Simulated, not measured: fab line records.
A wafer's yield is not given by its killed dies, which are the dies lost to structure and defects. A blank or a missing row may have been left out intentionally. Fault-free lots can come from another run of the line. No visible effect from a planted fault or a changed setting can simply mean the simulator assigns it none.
fab line records	flow berkeleyCmos170
[record] lots = 6	wafers = 18	lastDay = 11
route steps=331 shown CONTACT@226 M1@238
lots with no fault: from the same line, run without faults
startH: hours from the record's first day to the start of the lot's first wafer shown	waitH: hours elapsed since this lot's preceding step	" repeats the value in the row above	L1.1+2: a row that stands for several wafers	- no value present, or no start provided	* or withheld: withheld	< > ~ a bound
route shown NAME@n: a module of which the file shows steps, and the number in the route of the first	usual: mean and standard deviation over wafers with no fault	same: alike in all rows	chamber/n: place in a boat	sites: each site's reading	_std_site: how widely they spread, as a standard deviation	_edge_site: the outer-site mean with the inner-site mean subtracted	radiusMm: for every site, how far away it sits from the centre of the wafer	mask NAME#n: copy n	behind: the tool/chamber that last shaped the wafer	hold: cause of the lot's hold/its duration in hours/its outcome	device: transistor that didn't switch, given as n, p or np	end of line: tests of these same wafers at the route's end	a step without rows: its recipe alone	killed: the dies lost at the first sort to structure and to defects; this is not the yield of the wafer	map: shows each die of a wafer: x if killed, . if not, _ if none is there
set.NAME: the setting as run; set.NAME@STEP: as run at that earlier step	model.NAME: the simulator's own value behind a step, which no gauge read
lots seen at some steps along the route; tables by step, rows by wafer
services: the hour from which a tool's chamber was out of use, counted from the record's first day as startH (under 0 if before that day), plus the number of hours and why
[[steps]]
[step UCB170_CONTACT_COAT_10]
[recipe] resist = KrF	spinRpm = 1500	resistThkNm = 900
[step UCB170_CONTACT_SOFTBAKE_11]
[recipe] resist = KrF	tempC = 130	timeS = 60
[step UCB170_CONTACT_EXPOSE_12]
[recipe] maskId = CONT	targetCdNm = 700	na = 0.5	sigmaOuter = 0.6	sourceShape = conventional	doseMj = 35
[step UCB170_CONTACT_PEB_13]
[recipe] pebTempC = 130	pebTimeS = withheld	resist = KrF
[step UCB170_CONTACT_DEVELOP_14]
[recipe] developer = TMAH	developTimeS = 45	resist = KrF	devTempC = 21
[step UCB170_CONTACT_CD_MEAS_15]
[recipe] targetCdNm = 700
[usual] cdNm = 700.0/1.3
lot.wafer	tool	chamber	startH	waitH	cdNm
L743.1	cdSem-01	-	161.11	-	699.2
L743.3	"	-	"	"	697.4
L743.5	"	-	"	"	698.8
L745.2	cdSem-01	-	177.52	-	701.2
L745.3	"	-	"	"	700.3
L745.5	"	-	"	"	700.4
L759.4	cdSem-01	-	223.18	-	701.2
L759.5	"	-	"	"	701.5
L759.6	"	-	"	"	700.5
L758.1	cdSem-01	-	227.10	-	700.3
L758.2	"	-	"	"	699.8
L758.4	"	-	"	"	700.3
L760.1	cdSem-02	-	240.37	-	701.4
L760.2	"	-	"	"	699.6
L760.5	"	-	"	"	701.4
L764.3	cdSem-02	-	255.75	-	700.1
L764.4	"	-	"	"	699.2
L764.5	"	-	"	"	698.9
[step UCB170_CONTACT_OVL_MEAS_16]
[usual] CONTACT_OVL = -3/6.1
lot.wafer	tool	chamber	startH	waitH	CONTACT_OVL[nm]
L743.1	overlay-02	-	161.23	0.1	-4
L743.3	"	-	"	"	-1
L743.5	"	-	"	"	-11
L745.2	overlay-02	-	177.62	0.1	-1
L745.3	"	-	"	"	0
L745.5	"	-	"	"	0
L759.4	overlay-02	-	223.26	0.1	-10
L759.5	"	-	"	"	-11
L759.6	"	-	"	"	-7
L758.1	overlay-01	-	227.22	0.1	-4
L758.2	"	-	"	"	-10
L758.4	"	-	"	"	-6
L760.1	overlay-01	-	240.49	0.1	-4
L760.2	"	-	"	"	0
L760.5	"	-	"	"	-9
L764.3	overlay-01	-	255.84	0.1	5
L764.4	"	-	"	"	-1
L764.5	"	-	"	"	8
[step UCB170_CONTACT_ETCH_17]
[recipe] chemistry = N2/H2	targetDepthA = withheld	overetchA = withheld	target = BARC	timeS = withheld	sourceW = 500	biasW = 100	pressureMtorr = 30	n2FlowSccm = 100	h2FlowSccm = 200
[usual] drypumpMotorCurrentA = 6.1/0.46	oesProductAu = 1.006/0.016	throttleValvePct = 13.39/0.19
lot.wafer	tool	chamber	startH	waitH	drypumpMotorCurrentA	oesProductAu	throttleValvePct
L743.1	rieDiel-03	3	161.27	0.0	6.1	1.012	12.89
L743.3	"	2	"	"	6.6	1.013	13.58
L743.5	"	3	"	"	6.1	1.014	12.87
L745.2	rieDiel-03	3	177.65	0.0	6.1	1.015	12.90
L745.3	"	2	"	"	6.6	1.001	13.60
L745.5	"	2	"	"	6.6	1.017	13.60
L759.4	rieDiel-02	1	223.28	0.0	6.4	1.028	13.28
L759.5	"	3	"	"	6.5	1.011	13.30
L759.6	"	0	"	"	5.8	0.994	13.50
L758.1	rieDiel-03	1	227.26	0.0	5.2	1.016	13.60
L758.2	"	2	"	"	6.6	1.018	13.58
L758.4	"	0	"	"	6.3	1.002	13.42
L760.1	rieDiel-02	0	240.53	0.0	5.9	1.002	13.48
L760.2	"	1	"	"	6.4	1.022	13.29
L760.5	"	3	"	"	6.5	1.012	13.29
L764.3	rieDiel-03	3	255.87	0.0	6.1	1.003	12.87
L764.4	"	2	"	"	6.6	1.009	13.59
L764.5	"	1	"	"	5.2	1.001	13.61
[step UCB170_CONTACT_ETCH_18]
[recipe] chemistry = CHF3/CF4/Ar	target = PSG	stopOn = TiSi2	CHF3_flow_sccm = 45	cf4FlowSccm = 15	Ar_flow_sccm = 150	pressureMtorr = 200	rfW = 700	targetDepthA = 8400	overEtchFrac = 0.2	timeS = 195
[usual] drypumpMotorCurrentA = 6.0/0.46	oesProductAu = 0.903/0.013	throttleValvePct = 7.00/0.13
lot.wafer	tool	chamber	startH	waitH	drypumpMotorCurrentA	oesProductAu	rfHoursCounterH	throttleValvePct
L743.1	rieDiel-03	3	-	-	6.1	0.907	112	6.69
L743.3	"	2	"	"	6.6	0.904	65	7.09
L743.5	"	3	"	"	6.1	0.906	-	6.69
L745.2	rieDiel-03	3	-	-	6.1	0.914	113	6.70
L745.3	"	2	"	"	6.7	0.902	66	7.10
L745.5	"	2	"	"	6.6	0.906	-	7.08
L759.4	rieDiel-02	1	-	-	6.4	0.924	58	6.89
L759.5	"	3	"	"	6.5	0.902	-	6.94
L759.6	"	0	"	"	5.9	0.885	-	7.05
L758.1	rieDiel-03	1	-	-	5.2	0.912	20	7.18
L758.2	"	2	"	"	6.6	0.904	68	7.11
L758.4	"	0	"	"	6.3	0.885	1	7.05
L760.1	rieDiel-02	0	-	-	5.8	0.903	132	7.06
L760.2	"	1	"	"	6.4	0.924	59	6.86
L760.5	"	3	"	"	6.5	0.904	-	6.93
L764.3	rieDiel-03	3	-	-	6.1	0.906	117	6.69
L764.4	"	2	"	"	6.6	0.896	70	7.10
L764.5	"	1	"	"	5.2	0.906	-	7.16
[step UCB170_CONTACT_STRIP_19]
[recipe] chemistry = O2	powerW = 400	pressureMtorr = 3500	platenTempC = withheld	o2FlowSccm = 400	overashFraction = 0.5
[usual] drypumpMotorCurrentA = 5.6/0.57	oesProductAu = 0.726/0.005
lot.wafer	tool	chamber	startH	waitH	drypumpMotorCurrentA	oesProductAu	rfHoursCounterH
L743.1	plasmaAsher-04	0	161.44	-	4.6	0.718	46
L743.3	"	1	"	"	5.3	0.735	-
L743.5	"	1	"	"	5.3	0.715	-
L745.2	plasmaAsher-02	1	177.82	-	6.3	0.726	7
L745.3	"	1	"	"	6.3	0.719	-
L745.5	"	1	"	"	6.3	0.736	-
L759.4	plasmaAsher-03	1	223.48	-	5.6	0.723	-
L759.5	"	1	"	"	5.7	0.719	-
L759.6	"	0	"	"	6.1	0.725	-
L758.1	plasmaAsher-02	1	227.43	-	6.2	0.737	13
L758.2	"	0	"	"	5.8	0.724	13
L758.4	"	1	"	"	6.2	0.720	-
L760.1	plasmaAsher-04	1	240.70	-	5.3	0.726	55
L760.2	"	0	"	"	4.6	0.725	55
L760.5	"	0	"	"	4.6	0.728	-
L764.3	plasmaAsher-02	0	256.07	-	5.8	0.721	-
L764.4	"	1	"	"	6.2	0.723	-
L764.5	"	1	"	"	6.2	0.723	-
[step UCB170_CONTACT_CD_MEAS_90]
[recipe] targetCdNm = 700
[usual] cdNm = 700.0/1.4
lot.wafer	tool	chamber	startH	waitH	cdNm
L743.1	cdSem-02	-	161.54	0.1	699.4
L743.3	"	-	"	"	697.2
L743.5	"	-	"	"	699.3
L745.2	cdSem-02	-	177.94	0.1	700.9
L745.3	"	-	"	"	701.0
L745.5	"	-	"	"	699.7
L759.4	cdSem-01	-	223.60	0.1	701.1
L759.5	"	-	"	"	702.7
L759.6	"	-	"	"	700.3
L758.1	cdSem-01	-	227.53	0.1	698.5
L758.2	"	-	"	"	700.3
L758.4	"	-	"	"	700.3
L760.1	cdSem-02	-	240.80	0.1	700.3
L760.2	"	-	"	"	698.1
L760.5	"	-	"	"	701.3
L764.3	cdSem-02	-	256.17	0.1	700.5
L764.4	"	-	"	"	700.3
L764.5	"	-	"	"	698.8
[step UCB170_CONTACT_CLEAN_20]
[recipe] chemistry = SPM	tempC = 120	timeS = 600
[step UCB170_M1_SPUTTER_00]
[recipe] material = Al	targetThkNm = 600	timeS = 80	powerW = 6000	chamberPressurePa = 0.4827
[usual] cathodeDcPowerW = 6000.0/0.88	throttleValvePct = 30.0/0.96
lot.wafer	tool	chamber	startH	waitH	cathodeDcPowerW	throttleValvePct	model.Al_of_M1_SPUTTER_00.thkNm
L743.1	pvdSputter-04	-	162.01	0.0	6000.2	27.8	611.9
L743.3	"	-	"	"	6001.8	29.1	614.6
L743.5	"	-	"	"	6002.1	29.0	610.9
L745.2	pvdSputter-04	-	178.22	0.0	6002.4	29.0	598.5
L745.3	"	-	"	"	5999.7	27.6	606.9
L745.5	"	-	"	"	5999.3	31.0	602.1
L759.4	pvdSputter-04	-	225.22	0.0	5999.7	30.6	599.6
L759.5	"	-	"	"	7722.7	27.8	773.2
L759.6	"	-	"	"	6000.6	30.6	594
L758.1	pvdSputter-02	-	227.88	0.0	5999.0	30.1	609.2
L758.2	"	-	"	"	6000.0	30.0	611.3
L758.4	"	-	"	"	5999.4	31.1	611.1
L760.1	pvdSputter-04	-	241.16	0.0	6000.2	30.9	609.1
L760.2	"	-	"	"	5999.2	29.0	614
L760.5	"	-	"	"	7723.1	27.8	786.8
L764.3	pvdSputter-02	-	256.43	0.0	6000.3	30.2	609.4
L764.4	"	-	"	"	6000.3	31.0	611.1
L764.5	"	-	"	"	5999.6	30.8	607.1
[step UCB170_M1_RS_MEAS_01]
[recipe] thkMeasGauge = four-point-probe	reads = Al_of_M1_SPUTTER_00
[usual] M1_AL_RS = 0.0481/0.00045
lot.wafer	tool	chamber	startH	waitH	M1_AL_RS[ohm/sq]
L743.1	filmMetro-01	-	162.07	0.0	0.0476
L743.3	"	-	"	"	0.0475
L743.5	"	-	"	"	0.0476
L745.2	filmMetro-01	-	178.30	0.1	0.0487
L745.3	"	-	"	"	0.0480
L745.5	"	-	"	"	0.0484
L759.4	filmMetro-03	-	225.34	0.1	0.0485
L759.5	"	-	"	"	0.0374
L759.6	"	-	"	"	0.0490
L758.1	filmMetro-01	-	227.94	0.0	0.0477
L758.2	"	-	"	"	0.0477
L758.4	"	-	"	"	0.0477
L760.1	filmMetro-01	-	241.22	0.0	0.0478
L760.2	"	-	"	"	0.0474
L760.5	"	-	"	"	0.0369
L764.3	filmMetro-01	-	256.53	0.1	0.0478
L764.4	"	-	"	"	0.0476
L764.5	"	-	"	"	0.0480
[step UCB170_M1_THK_MEAS_02]
[recipe] thkMeasGauge = xrf	reads = Al_of_M1_SPUTTER_00
[usual] M1_AL_THK = 612/6.9
lot.wafer	tool	chamber	startH	waitH	M1_AL_THK[nm]
L743.1	filmMetro-01	-	162.19	0.1	618
L743.3	"	-	"	"	621
L743.5	"	-	"	"	618
L745.2	filmMetro-01	-	178.41	0.1	604
L745.3	"	-	"	"	618
L745.5	"	-	"	"	614
L759.4	filmMetro-03	-	225.43	0.1	601
L759.5	"	-	"	"	777
L759.6	"	-	"	"	596
L758.1	filmMetro-01	-	228.06	0.1	615
L758.2	"	-	"	"	618
L758.4	"	-	"	"	614
L760.1	filmMetro-01	-	241.34	0.1	618
L760.2	"	-	"	"	623
L760.5	"	-	"	"	801
L764.3	filmMetro-01	-	256.63	0.1	615
L764.4	"	-	"	"	620
L764.5	"	-	"	"	618
[step UCB170_M1_COAT_03]
[recipe] resist = BARC	tempC = withheld	timeS = withheld	spinRpm = 3000	resistThkNm = withheld
[step UCB170_M1_COAT_04]
[recipe] resist = KrF	spinRpm = 1500	resistThkNm = 900
[step UCB170_M1_SOFTBAKE_05]
[recipe] resist = KrF	tempC = 130	timeS = 60
[step UCB170_M1_EXPOSE_06]
[recipe] maskId = METAL1	targetCdNm = 700	na = 0.5	sigmaOuter = 0.6	sourceShape = conventional	doseMj = 21
[step UCB170_M1_PEB_07]
[recipe] pebTempC = 130.7	pebTimeS = withheld	resist = KrF
[step UCB170_M1_DEVELOP_08]
[recipe] developer = TMAH	developTimeS = 45	resist = KrF	devTempC = 21
[step UCB170_M1_CD_MEAS_09]
[recipe] targetCdNm = 700
[usual] cdNm = 700.0/1.5
lot.wafer	tool	chamber	startH	waitH	cdNm
L743.1	cdSem-02	-	164.11	-	701.9
L743.3	"	-	"	"	702.3
L743.5	"	-	"	"	702.2
L745.2	cdSem-01	-	179.77	-	700.0
L745.3	"	-	"	"	699.5
L745.5	"	-	"	"	700.8
L759.4	cdSem-01	-	226.92	-	699.8
L759.5	"	-	"	"	701.4
L759.6	"	-	"	"	699.9
L758.1	cdSem-01	-	230.01	-	701.9
L758.2	"	-	"	"	701.1
L758.4	"	-	"	"	701.1
L760.1	cdSem-01	-	242.46	-	701.5
L760.2	"	-	"	"	701.6
L760.5	"	-	"	"	700.9
L764.3	cdSem-01	-	257.73	-	698.4
L764.4	"	-	"	"	698.0
L764.5	"	-	"	"	697.5
[step UCB170_M1_OVL_MEAS_10]
[usual] M1_OVL = 2/6.1
lot.wafer	tool	chamber	startH	waitH	M1_OVL[nm]
L743.1	overlay-01	-	164.23	0.1	-3
L743.3	"	-	"	"	0
L743.5	"	-	"	"	-7
L745.2	overlay-01	-	179.87	0.1	6
L745.3	"	-	"	"	-2
L745.5	"	-	"	"	4
L759.4	overlay-02	-	227.00	0.1	-10
L759.5	"	-	"	"	6
L759.6	"	-	"	"	1
L758.1	overlay-02	-	230.13	0.1	-11
L758.2	"	-	"	"	-3
L758.4	"	-	"	"	-11
L760.1	overlay-01	-	242.58	0.1	10
L760.2	"	-	"	"	7
L760.5	"	-	"	"	10
L764.3	overlay-02	-	257.82	0.1	0
L764.4	"	-	"	"	1
L764.5	"	-	"	"	1
[step UCB170_M1_ETCH_11]
[recipe] chemistry = N2/H2	targetDepthA = withheld	overetchA = withheld	target = BARC	timeS = withheld	sourceW = 500	biasW = 100	pressureMtorr = 30	n2FlowSccm = 100	h2FlowSccm = 200
[usual] drypumpMotorCurrentA = 6.0/0.44	oesProductAu = 1.006/0.018	throttleValvePct = 13.35/0.14
lot.wafer	tool	chamber	startH	waitH	drypumpMotorCurrentA	oesProductAu	throttleValvePct
L743.1	rieDiel-04	2	164.26	0.0	6.5	0.997	13.44
L743.3	"	3	"	"	5.4	1.027	13.31
L743.5	"	3	"	"	5.4	1.024	13.31
L745.2	rieDiel-02	1	179.90	0.0	6.4	1.021	13.29
L745.3	"	2	"	"	6.1	1.028	13.62
L745.5	"	2	"	"	6.1	1.023	13.63
L759.4	rieDiel-01	0	227.02	0.0	6.0	0.999	13.16
L759.5	"	3	"	"	6.5	1.014	13.40
L759.6	"	0	"	"	6.0	1.001	13.18
L758.1	rieDiel-04	0	230.16	0.0	5.6	1.010	13.46
L758.2	"	2	"	"	6.6	0.999	13.43
L758.4	"	3	"	"	5.4	1.039	13.32
L760.1	rieDiel-01	0	242.62	0.0	6.0	0.996	13.18
L760.2	"	1	"	"	5.3	0.988	13.21
L760.5	"	0	"	"	6.0	1.009	13.15
L764.3	rieDiel-01	0	257.85	0.0	6.0	1.007	13.17
L764.4	"	1	"	"	5.3	0.973	13.22
L764.5	"	2	"	"	5.8	1.015	13.53
[step UCB170_M1_METAL_ETCH_12]
[recipe] chemistry = Cl2/BCl3	target = Al	stopOn = PSG	pressureMtorr = 12	targetDepthA = 7800	overEtchFrac = 0.3	timeS = 130	icpW = 600	biasW = 120	Cl2_flow_sccm = 90	bcl3FlowSccm = 45
[usual] drypumpMotorCurrentA = 5.30/0.24	oesProductAu = 0.863/0.015	throttleValvePct = 24.38/0.14
lot.wafer	tool	chamber	startH	waitH	drypumpMotorCurrentA	oesProductAu	rfHoursCounterH	throttleValvePct
L743.1	rieMetal-02	1	164.31	-	5.49	0.869	4	24.45
L743.3	"	0	"	"	5.10	0.885	-	24.30
L743.5	"	1	"	"	5.43	0.870	-	24.42
L745.2	rieMetal-01	0	179.94	-	5.09	0.849	8	24.23
L745.3	"	0	"	"	5.05	0.863	-	24.22
L745.5	"	1	"	"	5.36	0.842	-	24.59
L759.4	rieMetal-01	0	227.11	-	5.05	0.851	-	24.23
L759.5	"	1	"	"	5.35	0.971	-	24.53
L759.6	"	0	"	"	5.09	0.850	-	24.22
L758.1	rieMetal-01	0	230.21	-	5.08	0.856	10	24.23
L758.2	"	1	"	"	5.33	0.860	4	24.58
L758.4	"	1	"	"	5.33	0.852	-	24.58
L760.1	rieMetal-01	1	242.66	-	5.36	0.855	4	24.57
L760.2	"	0	"	"	5.02	0.860	10	24.20
L760.5	"	0	"	"	5.06	0.972	-	24.17
L764.3	rieMetal-04	0	257.98	-	5.19	0.845	-	24.43
L764.4	"	0	"	"	5.16	0.851	-	24.42
L764.5	"	0	"	"	5.18	0.852	-	24.42
[step UCB170_M1_STRIP_13]
[recipe] chemistry = O2	powerW = 400	pressureMtorr = 3500	platenTempC = withheld	o2FlowSccm = 400	overashFraction = 0.5
[usual] drypumpMotorCurrentA = 5.7/0.48	oesProductAu = 0.720/0.0048
lot.wafer	tool	chamber	startH	waitH	drypumpMotorCurrentA	oesProductAu	rfHoursCounterH
L743.1	plasmaAsher-01	1	164.44	0.1	6.1	0.717	46
L743.3	"	1	"	"	6.1	0.718	-
L743.5	"	0	"	"	5.7	0.718	-
L745.2	plasmaAsher-01	1	180.08	0.1	6.1	0.721	47
L745.3	"	0	"	"	5.7	0.720	-
L745.5	"	0	"	"	5.7	0.713	-
L759.4	plasmaAsher-04	1	227.23	0.1	5.3	0.716	-
L759.5	"	0	"	"	4.6	0.713	-
L759.6	"	1	"	"	5.2	0.731	-
L758.1	plasmaAsher-01	1	230.34	0.1	6.1	0.719	52
L758.2	"	0	"	"	5.7	0.713	52
L758.4	"	0	"	"	5.7	0.727	-
L760.1	plasmaAsher-01	1	242.79	0.1	6.2	0.721	53
L760.2	"	0	"	"	5.7	0.720	53
L760.5	"	1	"	"	6.1	0.715	-
L764.3	plasmaAsher-01	0	258.19	0.2	5.7	0.725	-
L764.4	"	1	"	"	6.1	0.719	-
L764.5	"	1	"	"	6.1	0.725	-
[[services]]
tool	chamber	startH	hours	kind
rieDiel-03	3	138.22	5.9	repair
plasmaAsher-01	-	148.51	0.3	repair
rieDiel-03	2	149.25	5.5	repair
rieDiel-03	0	152.20	10.0	repair
rieDiel-01	2	155.15	9.8	repair
rieDiel-01	3	172.85	21.7	repair
plasmaAsher-04	-	174.07	3.2	repair
rieMetal-04	0	187.54	-	clean
rieMetal-04	0	187.54	29.3	scheduledDown
rieMetal-04	0	187.54	29.3	ventCycle
rieDiel-03	0	190.45	-	clean
rieDiel-03	0	190.45	11.7	scheduledDown
rieDiel-03	0	190.45	11.7	ventCycle
rieMetal-02	1	200.70	4.1	repair
pvdSputter-02	-	202.37	6.6	repair
plasmaAsher-01	-	203.56	14.3	repair
rieDiel-03	-	207.88	3.7	repair
pvdSputter-02	3	209.01	-	consumableReplace:kit
pvdSputter-02	3	209.01	18.0	scheduledDown
pvdSputter-02	3	209.01	18.0	ventCycle
rieMetal-02	-	227.57	2.8	pm
rieDiel-04	1	236.38	4.0	repair
rieDiel-03	1	240.79	5.6	repair
rieMetal-04	1	241.02	-	clean
[[key]]
[firstSign] step = UCB170_M1_SPUTTER_00	reading = cathodeDcPowerW	direction = up	sigmas = 99+	usual = 6000.0	struck = 7722.9
[effect] step = UCB170_M1_RS_MEAS_01	reading = M1_AL_RS	direction = down	sigmas = 25	usual = 0.0481	struck = 0.0371
[effect] step = UCB170_M1_THK_MEAS_02	reading = M1_AL_THK	direction = up	sigmas = 26	usual = 612	struck = 789
[effect] step = UCB170_M1_METAL_ETCH_12	reading = oesProductAu	direction = up	sigmas = 7.2	usual = 0.863	struck = 0.972
[modelEffect] step = UCB170_M1_SPUTTER_00	value = Al_of_M1_SPUTTER_00.thkNm	without = 606	struck = 780
metAt UCB170_M1_SPUTTER_00
struckWafers L759.5,L760.5
laterRowsLeftOut L759.5,L760.5
sortLeftOut L759.5,L760.5
onsetBetween 178.22 225.22
[fault] kind = processParameterDrift	tool = pvdSputter-04	chamber = -	onsetH = 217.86	steps = UCB170_M1_SPUTTER_00	channel = powerW	offset = 1722.7	shape = step	endH = 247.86	actsIn = theseRecipesOnly	stated = 6000	scope = struckWafersOnly
// sortLeftOut: the simulated sort isn't trusted on such a fault, so these wafers' sort isn't shown, and their yield isn't known
// laterRowsLeftOut: the simulator's readings of these wafers behind a module that went badly wrong aren't trusted and aren't shown, but for the sort
